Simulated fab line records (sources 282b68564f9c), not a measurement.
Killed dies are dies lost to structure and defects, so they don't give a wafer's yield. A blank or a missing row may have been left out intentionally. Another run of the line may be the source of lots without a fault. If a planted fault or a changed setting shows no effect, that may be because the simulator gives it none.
Struck lot and sound lot, side by side + flow rit_cmos + 21 out of 202 route steps
Sound: the wafers L855.1, L855.3, L855.6. Struck: wafers L863.1, L863.2, L863.6. Last of all comes the cause.
Per side, at each step with rows, come the tool, then ch with its chambers, and then its first start. Under that, the readings that differ: sound wafers + struck wafers + difference of the means + sigmas: that difference in standard deviations of wafers without a fault.
alike: words and numbers the same on both sides, and readings whose means are apart by under 2 such deviations; not compared: readings that were withheld, readings missing a value for some wafer, numbers with overlapping values and no deviation given by the record, and bounds like >300 which may hide the same value.
The two part at a step that has a row with sigmas, a row that says differs or no value, or rows on one side only. Numbers that don't overlap but have no deviation are shown without sigmas and don't part them. A reading that every wafer of one side lacks parts them only if that side has two wafers or more.

RIT_PLDD_OVL_MEAS_06:
  sound on overlay-02 at day 3 10:10; struck on overlay-02 at day 4 20:53
  alike: PLDD_OVL
then, 2 steps without rows for these wafers: RIT_PLDD_HARDBAKE_07 (time 60 s); RIT_PLDD_IMPLANT_08.
RIT_PLDD_STRIP_09: strips in O2, time 180 s.
  sound on plasma_asher-02 ch 0, day 3 10:30; struck on plasma_asher-01 ch 0,1, day 4 21:14
| reading                     | sound       | struck      | difference | sigmas |
|-----------------------------|-------------|-------------|------------|--------|
| drypump_motor_current_A (A) | 6.4 6.3 6.4 | 5.5 5.5 5.5 | -0.9       | -2     |
  not compared: rf_hours_counter_h
RIT_PLDD_TW_MEAS_10:
  sound on film_metro-01 at day 3 10:40; struck on film_metro-01 at day 4 21:24
  alike: PLDD_TW
then, 4 steps without rows for these wafers: RIT_SPACER_CLEAN_00 (cleans in SC1, time 600 s); RIT_SPACER_CLEAN_01 (cleans in dHF, time 30 s); RIT_SPACER_CLEAN_02 (cleans in SC2, time 600 s); RIT_SPACER_CVD_03 (deposits Si3N4 from SiH2Cl2/NH3, target thk 250 nm, time 3300 s).
RIT_SPACER_THK_MEAS_04:
  sound on film_metro-01 at day 3 13:01; struck on film_metro-04 at day 4 23:46
| reading                 | sound             | struck            | difference | sigmas |
|-------------------------|-------------------|-------------------|------------|--------|
| SPACER_NITRIDE_THK (nm) | 250.9 250.3 253.9 | 247.5 245.3 247.2 | -5.0       | -2     |
RIT_SPACER_ETCHBACK_05: etches Si3N4 in SF6/CHF3, stops on SiO2, target depth 250 nm, time 240 s.
  sound on rie_diel-04 ch 1,3, day 3 13:05; struck on rie_diel-02 ch 1,3, day 4 23:49
  alike: drypump_motor_current_A, oes_product_au, throttle_valve_pct
  not compared: rf_hours_counter_h
then, 1 step without rows for these wafers: RIT_NSD_HMDS_00 (prime time 60 s).
RIT_NSD_COAT_01: resist thk 1000 nm.
  sound on litho_track-02 ch 0, day 3 13:23; struck on litho_track-04 ch 0, day 5 00:07
| reading                                  | sound             | struck            | difference | sigmas |
|------------------------------------------|-------------------|-------------------|------------|--------|
| model.NOVOLAK_of_NSD_COAT_01.thk_nm (nm) | 998.1 995.4 998.3 | 961.6 960.3 962.3 | -35.9      |        |
  alike: spin_speed_rpm
then, 4 steps without rows for these wafers: RIT_NSD_SOFTBAKE_02 (time 60 s); RIT_NSD_EXPOSE_03 (exposes mask M9, target cd 40700 nm); RIT_NSD_PEB_04; RIT_NSD_DEVELOP_05 (develop time 50 s).
RIT_NSD_OVL_MEAS_06:
  sound on overlay-02 at day 3 14:12; struck on overlay-02 at day 5 00:49
  alike: NSD_OVL
RIT_NSD_HARDBAKE_07: time 60 s.
  sound on litho_track-04 ch 0, day 3 14:14; struck on litho_track-04 ch 0, day 5 00:52
| reading                                  | sound             | struck          | difference | sigmas |
|------------------------------------------|-------------------|-----------------|------------|--------|
| model.NOVOLAK_of_NSD_COAT_01.thk_nm (nm) | 882.1 879.8 882.3 | 850.1 849 850.7 | -31.5      |        |
following that, these wafers have no rows for 1 step: RIT_NSD_IMPLANT_08.
RIT_M1_PROBE_99:
  sound on prober-02 at day 4 00:19; struck on prober-02 at day 5 10:47
  alike: killed_at_contacts, killed_at_front_end, killed_dies, killed_open, killed_short

WHERE THEY PART
First at RIT_PLDD_STRIP_09; last, within this record, at RIT_SPACER_THK_MEAS_04. Later steps at which nothing parts them and some readings are alike: RIT_SPACER_ETCHBACK_05, RIT_NSD_COAT_01, RIT_NSD_OVL_MEAS_06, RIT_M1_PROBE_99.

WHY: what had been put in by the simulator
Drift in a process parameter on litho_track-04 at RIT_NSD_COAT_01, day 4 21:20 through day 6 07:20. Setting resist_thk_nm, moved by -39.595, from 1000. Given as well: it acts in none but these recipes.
